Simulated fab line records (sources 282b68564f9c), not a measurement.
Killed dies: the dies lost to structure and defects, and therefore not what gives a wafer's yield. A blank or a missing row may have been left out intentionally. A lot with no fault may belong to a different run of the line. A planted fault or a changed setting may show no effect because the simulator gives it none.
fab line records / flow ritCmos
record: lots: 5 wafers: 15 lastDay: 7
route steps=202 shown PLDD@122 SPACER@125 NSD@131 M1@202
lots that met no fault: from a run of the same line without faults
startH: start of the lot's first displayed wafer, in hours after the record's first day / waitH: time in hours since the lot's previous step / " same as the row above / L1.1+2: a single row standing in for several wafers / - either no value or no given start / * or withheld: withheld / < > ~ a bound
route shown NAME@n: NAME is a module with steps in the file, n the number in the route of the first one / usual: the fault-free wafers' mean and standard deviation / same: alike in all rows / chamber/n: place in a boat / sites: each site's reading / _std_site: the standard deviation of these / _edge_site: mean of outer sites minus mean of inner sites / radiusMm: how far each site lies from the wafer's centre / mask NAME#n: copy n / behind: the most recent tool/chamber to have shaped the wafer / hold: why the lot went on hold/how many hours it stayed there/how the hold came to an end / device: which transistor (n, p or np) failed to switch / end of line: at the end of the route, the tests of the same wafers / a step given without rows: its recipe and nothing more / killed: count of dies lost to structure and defects at first sort (not the wafer's yield) / map: shows each die of a wafer: x if killed, . if not, _ if none is there
set.NAME: setting as actually run; set.NAME@STEP: the setting as run at that earlier step / model.NAME: the simulator's own value behind a step, which no gauge read
lots at some steps of the route; a table a step, a row a wafer
services: the hour from which a tool's chamber was out of use, counted from the record's first day as startH (under 0 if before that day), plus the number of hours and why
== steps ==
step: RIT_PLDD_IMPLANT_08
recipe: species: BF2 energyKev: 20 doseCm2: 9e+14 tiltDeg: 7
step: RIT_PLDD_STRIP_09
recipe: chemistry: O2 timeS: 180 resist: NOVOLAK platenTempC: withheld powerW: 500 pressureMtorr: 4000 o2FlowSccm: 4000
usual: drypumpMotorCurrentA: 5.56/0.26 o2FlowSccm: 4000/13
lot.wafer=L243.1 tool=plasmaAsher-03 chamber=0 startH=80.90 waitH=0.1 drypumpMotorCurrentA=5.88 o2FlowSccm=3989 rfHoursCounterH=27
lot.wafer=L243.2 tool=plasmaAsher-03 chamber=1 startH=80.90 waitH=0.1 drypumpMotorCurrentA=5.65 o2FlowSccm=3994 rfHoursCounterH=27
lot.wafer=L243.4 tool=plasmaAsher-03 chamber=0 startH=80.90 waitH=0.1 drypumpMotorCurrentA=5.87 o2FlowSccm=3993 rfHoursCounterH=-
lot.wafer=L246.1 tool=plasmaAsher-04 chamber=0 startH=106.31 waitH=0.1 drypumpMotorCurrentA=5.92 o2FlowSccm=3993 rfHoursCounterH=45
lot.wafer=L246.2 tool=plasmaAsher-04 chamber=1 startH=106.31 waitH=0.1 drypumpMotorCurrentA=5.27 o2FlowSccm=4003 rfHoursCounterH=45
lot.wafer=L246.6 tool=plasmaAsher-04 chamber=1 startH=106.31 waitH=0.1 drypumpMotorCurrentA=5.27 o2FlowSccm=3985 rfHoursCounterH=-
lot.wafer=L251.2 tool=plasmaAsher-02 chamber=1 startH=129.62 waitH=0.1 drypumpMotorCurrentA=5.36 o2FlowSccm=3985 rfHoursCounterH=52
lot.wafer=L251.5 tool=plasmaAsher-02 chamber=1 startH=129.62 waitH=0.1 drypumpMotorCurrentA=5.36 o2FlowSccm=3997 rfHoursCounterH=-
lot.wafer=L251.6 tool=plasmaAsher-02 chamber=0 startH=129.62 waitH=0.1 drypumpMotorCurrentA=5.34 o2FlowSccm=3992 rfHoursCounterH=-
lot.wafer=L253.1 tool=plasmaAsher-04 chamber=0 startH=144.26 waitH=0.1 drypumpMotorCurrentA=5.96 o2FlowSccm=3981 rfHoursCounterH=3
lot.wafer=L253.2 tool=plasmaAsher-04 chamber=1 startH=144.26 waitH=0.1 drypumpMotorCurrentA=5.28 o2FlowSccm=4004 rfHoursCounterH=3
lot.wafer=L253.5 tool=plasmaAsher-04 chamber=1 startH=144.26 waitH=0.1 drypumpMotorCurrentA=5.28 o2FlowSccm=3995 rfHoursCounterH=-
lot.wafer=L254.1 tool=plasmaAsher-03 chamber=1 startH=144.51 waitH=0.1 drypumpMotorCurrentA=5.70 o2FlowSccm=4007 rfHoursCounterH=32
lot.wafer=L254.2 tool=plasmaAsher-03 chamber=0 startH=144.51 waitH=0.1 drypumpMotorCurrentA=5.90 o2FlowSccm=3984 rfHoursCounterH=32
lot.wafer=L254.6 tool=plasmaAsher-03 chamber=1 startH=144.51 waitH=0.1 drypumpMotorCurrentA=5.69 o2FlowSccm=3991 rfHoursCounterH=-
step: RIT_PLDD_TW_MEAS_10
usual: PLDD_TW: 2361/15
lot.wafer=L243.1 tool=filmMetro-04 chamber=- startH=81.08 waitH=0.1 PLDD_TW=2358
lot.wafer=L243.2 tool=filmMetro-04 chamber=- startH=81.08 waitH=0.1 PLDD_TW=2358
lot.wafer=L243.4 tool=filmMetro-04 chamber=- startH=81.08 waitH=0.1 PLDD_TW=2357
lot.wafer=L246.1 tool=filmMetro-02 chamber=- startH=106.48 waitH=0.1 PLDD_TW=2344
lot.wafer=L246.2 tool=filmMetro-02 chamber=- startH=106.48 waitH=0.1 PLDD_TW=2369
lot.wafer=L246.6 tool=filmMetro-02 chamber=- startH=106.48 waitH=0.1 PLDD_TW=2346
lot.wafer=L251.2 tool=filmMetro-04 chamber=- startH=129.80 waitH=0.1 PLDD_TW=2357
lot.wafer=L251.5 tool=filmMetro-04 chamber=- startH=129.80 waitH=0.1 PLDD_TW=2335
lot.wafer=L251.6 tool=filmMetro-04 chamber=- startH=129.80 waitH=0.1 PLDD_TW=2356
lot.wafer=L253.1 tool=filmMetro-03 chamber=- startH=144.43 waitH=0.1 PLDD_TW=2379
lot.wafer=L253.2 tool=filmMetro-03 chamber=- startH=144.43 waitH=0.1 PLDD_TW=2384
lot.wafer=L253.5 tool=filmMetro-03 chamber=- startH=144.43 waitH=0.1 PLDD_TW=2365
lot.wafer=L254.1 tool=filmMetro-04 chamber=- startH=144.69 waitH=0.1 PLDD_TW=2337
lot.wafer=L254.2 tool=filmMetro-04 chamber=- startH=144.69 waitH=0.1 PLDD_TW=2334
lot.wafer=L254.6 tool=filmMetro-04 chamber=- startH=144.69 waitH=0.1 PLDD_TW=2332
step: RIT_SPACER_CLEAN_00
recipe: chemistry: SC1 mix: 3:3:50 timeS: 600 tempC: 75
step: RIT_SPACER_CLEAN_01
recipe: chemistry: dHF dilution: 50:1 timeS: 30
step: RIT_SPACER_CLEAN_02
recipe: chemistry: SC2 mix: 3:3:50 timeS: 600 tempC: 75 dry: n2Spin
step: RIT_SPACER_CVD_03
recipe: material: Si3N4 targetThkNm: 250 tempC: 810 precursor: SiH2Cl2/NH3 timeS: 3300 pressureMtorr: 300 sih2cl2FlowSccm: 57.16 nh3FlowSccm: 150
step: RIT_SPACER_THK_MEAS_04
recipe: reads: Si3N4_of_SPACER_CVD_03
usual: SPACER_NITRIDE_THK: 245.8/2.7
lot.wafer=L243.1 tool=filmMetro-03 chamber=- startH=83.44 waitH=0.0 SPACER_NITRIDE_THK[nm]=245.4
lot.wafer=L243.2 tool=filmMetro-03 chamber=- startH=83.44 waitH=0.0 SPACER_NITRIDE_THK[nm]=249.0
lot.wafer=L243.4 tool=filmMetro-03 chamber=- startH=83.44 waitH=0.0 SPACER_NITRIDE_THK[nm]=246.0
lot.wafer=L246.1 tool=filmMetro-02 chamber=- startH=108.86 waitH=0.0 SPACER_NITRIDE_THK[nm]=247.9
lot.wafer=L246.2 tool=filmMetro-02 chamber=- startH=108.86 waitH=0.0 SPACER_NITRIDE_THK[nm]=250.2
lot.wafer=L246.6 tool=filmMetro-02 chamber=- startH=108.86 waitH=0.0 SPACER_NITRIDE_THK[nm]=248.3
lot.wafer=L251.2 tool=filmMetro-03 chamber=- startH=132.14 waitH=0.0 SPACER_NITRIDE_THK[nm]=243.0
lot.wafer=L251.5 tool=filmMetro-03 chamber=- startH=132.14 waitH=0.0 SPACER_NITRIDE_THK[nm]=242.1
lot.wafer=L251.6 tool=filmMetro-03 chamber=- startH=132.14 waitH=0.0 SPACER_NITRIDE_THK[nm]=243.1
lot.wafer=L253.1 tool=filmMetro-02 chamber=- startH=146.79 waitH=0.0 SPACER_NITRIDE_THK[nm]=246.2
lot.wafer=L253.2 tool=filmMetro-02 chamber=- startH=146.79 waitH=0.0 SPACER_NITRIDE_THK[nm]=246.8
lot.wafer=L253.5 tool=filmMetro-02 chamber=- startH=146.79 waitH=0.0 SPACER_NITRIDE_THK[nm]=246.1
lot.wafer=L254.1 tool=filmMetro-03 chamber=- startH=147.04 waitH=0.0 SPACER_NITRIDE_THK[nm]=248.2
lot.wafer=L254.2 tool=filmMetro-03 chamber=- startH=147.04 waitH=0.0 SPACER_NITRIDE_THK[nm]=246.0
lot.wafer=L254.6 tool=filmMetro-03 chamber=- startH=147.04 waitH=0.0 SPACER_NITRIDE_THK[nm]=248.3
step: RIT_SPACER_ETCHBACK_05
recipe: targetDepthA: 2500 SF6_flow_sccm: 30 CHF3_flow_sccm: 30 target: Si3N4 chemistry: SF6/CHF3 pressureMtorr: 40 rfW: 250 timeS: 240 stopOn: SiO2
usual: drypumpMotorCurrentA: 5.7/0.45 oesProductAu: 0.833/0.016 throttleValvePct: 10.29/0.15
lot.wafer=L243.1 tool=rieDiel-02 chamber=3 startH=83.50 waitH=0.1 drypumpMotorCurrentA=5.9 oesProductAu=0.833 rfHoursCounterH=31 throttleValvePct=10.54
lot.wafer=L243.2 tool=rieDiel-02 chamber=0 startH=83.50 waitH=0.1 drypumpMotorCurrentA=5.8 oesProductAu=0.825 rfHoursCounterH=38 throttleValvePct=10.16
lot.wafer=L243.4 tool=rieDiel-02 chamber=2 startH=83.50 waitH=0.1 drypumpMotorCurrentA=5.3 oesProductAu=0.864 rfHoursCounterH=65 throttleValvePct=10.10
lot.wafer=L246.1 tool=rieDiel-03 chamber=1 startH=108.92 waitH=0.1 drypumpMotorCurrentA=6.2 oesProductAu=0.822 rfHoursCounterH=84 throttleValvePct=10.48
lot.wafer=L246.2 tool=rieDiel-03 chamber=2 startH=108.92 waitH=0.1 drypumpMotorCurrentA=5.8 oesProductAu=0.853 rfHoursCounterH=105 throttleValvePct=10.36
lot.wafer=L246.6 tool=rieDiel-03 chamber=3 startH=108.92 waitH=0.1 drypumpMotorCurrentA=5.6 oesProductAu=0.847 rfHoursCounterH=- throttleValvePct=10.34
lot.wafer=L251.2 tool=rieDiel-03 chamber=1 startH=132.19 waitH=0.0 drypumpMotorCurrentA=6.1 oesProductAu=0.808 rfHoursCounterH=85 throttleValvePct=10.47
lot.wafer=L251.5 tool=rieDiel-03 chamber=2 startH=132.19 waitH=0.0 drypumpMotorCurrentA=5.8 oesProductAu=0.828 rfHoursCounterH=- throttleValvePct=10.37
lot.wafer=L251.6 tool=rieDiel-03 chamber=0 startH=132.19 waitH=0.0 drypumpMotorCurrentA=5.8 oesProductAu=0.852 rfHoursCounterH=- throttleValvePct=10.09
lot.wafer=L253.1 tool=rieDiel-04 chamber=3 startH=146.85 waitH=0.1 drypumpMotorCurrentA=5.9 oesProductAu=0.830 rfHoursCounterH=131 throttleValvePct=10.18
lot.wafer=L253.2 tool=rieDiel-04 chamber=0 startH=146.85 waitH=0.1 drypumpMotorCurrentA=4.8 oesProductAu=0.828 rfHoursCounterH=79 throttleValvePct=10.53
lot.wafer=L253.5 tool=rieDiel-04 chamber=1 startH=146.85 waitH=0.1 drypumpMotorCurrentA=6.2 oesProductAu=0.814 rfHoursCounterH=- throttleValvePct=10.21
lot.wafer=L254.1 tool=rieDiel-02 chamber=0 startH=147.10 waitH=0.1 drypumpMotorCurrentA=5.8 oesProductAu=0.828 rfHoursCounterH=39 throttleValvePct=10.19
lot.wafer=L254.2 tool=rieDiel-02 chamber=1 startH=147.10 waitH=0.1 drypumpMotorCurrentA=5.2 oesProductAu=0.847 rfHoursCounterH=71 throttleValvePct=10.23
lot.wafer=L254.6 tool=rieDiel-02 chamber=3 startH=147.10 waitH=0.1 drypumpMotorCurrentA=6.0 oesProductAu=0.849 rfHoursCounterH=- throttleValvePct=10.56
step: RIT_NSD_HMDS_00
recipe: primeTimeS: 60 primeTempC: 140
step: RIT_NSD_COAT_01
recipe: resist: NOVOLAK spinRpm: 3250 resistThkNm: 1000
step: RIT_NSD_SOFTBAKE_02
recipe: resist: NOVOLAK tempC: 90 timeS: 60
step: RIT_NSD_EXPOSE_03
recipe: maskId: M9 na: 0.57 targetCdNm: 40700 doseMj: 250
usual: focusOffsetNm: -0.1/0.59
lot.wafer=L243.1 tool=ilineStepper-01 chamber=0 startH=84.22 waitH=0.2 mask=M9#0 focusOffsetNm=-0.5
lot.wafer=L243.2 tool=ilineStepper-01 chamber=0 startH=84.22 waitH=0.2 mask=M9#0 focusOffsetNm=-0.9
lot.wafer=L243.4 tool=ilineStepper-01 chamber=0 startH=84.22 waitH=0.2 mask=M9#0 focusOffsetNm=-0.4
lot.wafer=L246.1 tool=ilineStepper-01 chamber=0 startH=109.64 waitH=0.2 mask=M9#0 focusOffsetNm=0.2
lot.wafer=L246.2 tool=ilineStepper-01 chamber=0 startH=109.64 waitH=0.2 mask=M9#0 focusOffsetNm=0.0
lot.wafer=L246.6 tool=ilineStepper-01 chamber=0 startH=109.64 waitH=0.2 mask=M9#0 focusOffsetNm=-0.4
lot.wafer=L251.2 tool=ilineStepper-01 chamber=0 startH=132.81 waitH=0.1 mask=M9_R1#0 focusOffsetNm=-0.5
lot.wafer=L251.5 tool=ilineStepper-01 chamber=0 startH=132.81 waitH=0.1 mask=M9_R1#0 focusOffsetNm=-0.6
lot.wafer=L251.6 tool=ilineStepper-01 chamber=0 startH=132.81 waitH=0.1 mask=M9_R1#0 focusOffsetNm=0.2
lot.wafer=L253.1 tool=ilineStepper-01 chamber=0 startH=147.58 waitH=0.2 mask=M9#0 focusOffsetNm=-0.8
lot.wafer=L253.2 tool=ilineStepper-01 chamber=0 startH=147.58 waitH=0.2 mask=M9#0 focusOffsetNm=-0.5
lot.wafer=L253.5 tool=ilineStepper-01 chamber=0 startH=147.58 waitH=0.2 mask=M9#0 focusOffsetNm=-0.3
lot.wafer=L254.1 tool=ilineStepper-01 chamber=0 startH=147.70 waitH=0.1 mask=M9#0 focusOffsetNm=0.1
lot.wafer=L254.2 tool=ilineStepper-01 chamber=0 startH=147.70 waitH=0.1 mask=M9#0 focusOffsetNm=0.3
lot.wafer=L254.6 tool=ilineStepper-01 chamber=0 startH=147.70 waitH=0.1 mask=M9#0 focusOffsetNm=-0.1
step: RIT_NSD_PEB_04
recipe: resist: NOVOLAK tempC: withheld timeS: withheld
step: RIT_M1_PROBE_99
usual: killedAtContacts: 0.1/0.25 killedAtFrontEnd: 7/3.2 killedDies: 7/3.2 killedOnRim: 2.1/1.5 killedOpen: 3.5/2.2 killedShort: 3.6/2.1
same: grossDies: 264 killed_at_M0_to_M3: 0 killed_at_M4_up: 0 killedAtBackSide: 0 killedAtOther: 0
lot.wafer=L246.1 tool=prober-02 chamber=- startH=119.99 waitH=0.1 killedAtContacts=0 killedAtFrontEnd=6 killedDies=6 killedOnRim=2 killedOpen=4 killedShort=2
lot.wafer=L246.2 tool=prober-02 chamber=- startH=120.04 waitH=0.1 killedAtContacts=0 killedAtFrontEnd=9 killedDies=9 killedOnRim=1 killedOpen=4 killedShort=5
lot.wafer=L246.6 tool=prober-02 chamber=- startH=120.24 waitH=0.2 killedAtContacts=1 killedAtFrontEnd=4 killedDies=5 killedOnRim=2 killedOpen=3 killedShort=2
lot.wafer=L251.2 tool=prober-01 chamber=- startH=143.55 waitH=0.1 killedAtContacts=1 killedAtFrontEnd=12 killedDies=13 killedOnRim=1 killedOpen=7 killedShort=6
lot.wafer=L251.5 tool=prober-01 chamber=- startH=143.70 waitH=0.2 killedAtContacts=0 killedAtFrontEnd=3 killedDies=3 killedOnRim=2 killedOpen=3 killedShort=0
lot.wafer=L251.6 tool=prober-01 chamber=- startH=143.75 waitH=0.2 killedAtContacts=0 killedAtFrontEnd=3 killedDies=3 killedOnRim=0 killedOpen=3 killedShort=0
lot.wafer=L253.1 tool=prober-01 chamber=- startH=158.41 waitH=0.1 killedAtContacts=0 killedAtFrontEnd=4 killedDies=4 killedOnRim=1 killedOpen=0 killedShort=4
lot.wafer=L253.2 tool=prober-01 chamber=- startH=158.46 waitH=0.1 killedAtContacts=0 killedAtFrontEnd=2 killedDies=2 killedOnRim=0 killedOpen=2 killedShort=0
lot.wafer=L253.5 tool=prober-01 chamber=- startH=158.61 waitH=0.2 killedAtContacts=0 killedAtFrontEnd=7 killedDies=7 killedOnRim=2 killedOpen=5 killedShort=2
killed by level:class
L246.1 FOX2:geometricParticle:short=1 FOX2:geometricParticle:open=1 GATE:geometricParticle:open=1 REOX:geometricParticle:open=1 SPACER:geometricParticle:open=1 SILICIDE:geometricParticle:short=1
L246.2 GATE:geometricParticle:open=4 FOX1:geometricParticle:short=2 FOX2:geometricParticle:short=1 GATE:geometricParticle:short=1 REOX:geometricParticle:short=1
L246.6 FOX1:geometricParticle:open=1 GATE:geometricParticle:short=1 REOX:geometricParticle:open=1 SILICIDE:geometricParticle:short=1 CONTACT:geometricParticle:open=1
L251.2 GATE:geometricParticle:open=4 GATE:geometricParticle:short=3 FOX1:geometricParticle:short=2 FOX2:geometricParticle:open=1 FOX2:geometricParticle:short=1 SPACER:geometricParticle:open=1 CONTACT:geometricParticle:open=1
L251.5 FOX1:geometricParticle:open=1 SPACER:geometricParticle:open=1 SILICIDE:geometricParticle:open=1
L251.6 FOX2:geometricParticle:open=1 GATE:geometricParticle:open=1 SILICIDE:geometricParticle:open=1
L253.1 FOX1:geometricParticle:short=2 GATE:geometricParticle:short=2
L253.2 SPACER:geometricParticle:open=2
L253.5 SPACER:geometricParticle:open=2 SPACER:geometricParticle:short=2 SILICIDE:geometricParticle:open=2 GATE:geometricParticle:open=1
== services ==
tool=rieDiel-04 chamber=2 startH=62.58 hours=1.5 kind=repair
tool=plasmaAsher-03 chamber=- startH=69.14 hours=3.4 kind=repair
tool=plasmaAsher-04 chamber=- startH=77.09 hours=1.1 kind=repair
tool=ilineStepper-01 chamber=- startH=77.96 hours=0.8 kind=repair
tool=rieDiel-03 chamber=2 startH=99.34 hours=4.8 kind=repair
tool=rieDiel-04 chamber=3 startH=103.86 hours=3.8 kind=repair
tool=rieDiel-03 chamber=- startH=105.01 hours=0.9 kind=repair
tool=plasmaAsher-04 chamber=- startH=108.75 hours=9.0 kind=pm
tool=plasmaAsher-04 chamber=0 startH=108.75 hours=9.0 kind=ventCycle
tool=plasmaAsher-04 chamber=1 startH=108.75 hours=9.0 kind=ventCycle
tool=plasmaAsher-04 chamber=0 startH=117.75 hours=- kind=clean
tool=plasmaAsher-04 chamber=1 startH=117.75 hours=- kind=clean
tool=rieDiel-02 chamber=3 startH=121.40 hours=9.6 kind=repair
tool=plasmaAsher-03 chamber=- startH=121.61 hours=15.6 kind=pm
tool=rieDiel-03 chamber=3 startH=124.09 hours=15.3 kind=repair
tool=plasmaAsher-04 chamber=- startH=131.12 hours=4.3 kind=pm
tool=plasmaAsher-03 chamber=- startH=146.76 hours=0.7 kind=repair
== key ==
firstSign: step: RIT_NSD_EXPOSE_03 reading: mask direction: changed
effect none on later readings
metAt RIT_NSD_EXPOSE_03
struckWafers L251.2,L251.5,L251.6
testerLeftOut L251
onsetBetween 109.64 132.81
fault: kind: wrongMask tool: any chamber: - onsetH: 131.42 steps: RIT_NSD_EXPOSE_03 auxCopy: M9_R1#0 cdOffsetNm: -350 scope: struckLotsOnly
testerLeftOut: of these lots the tester's yield and bins aren't shown, on N5 and GAA mostly nor the transistor test; their killed dies are dies lost to structure and defects alone, not to doping, threshold or leakage, so they don't give the yield
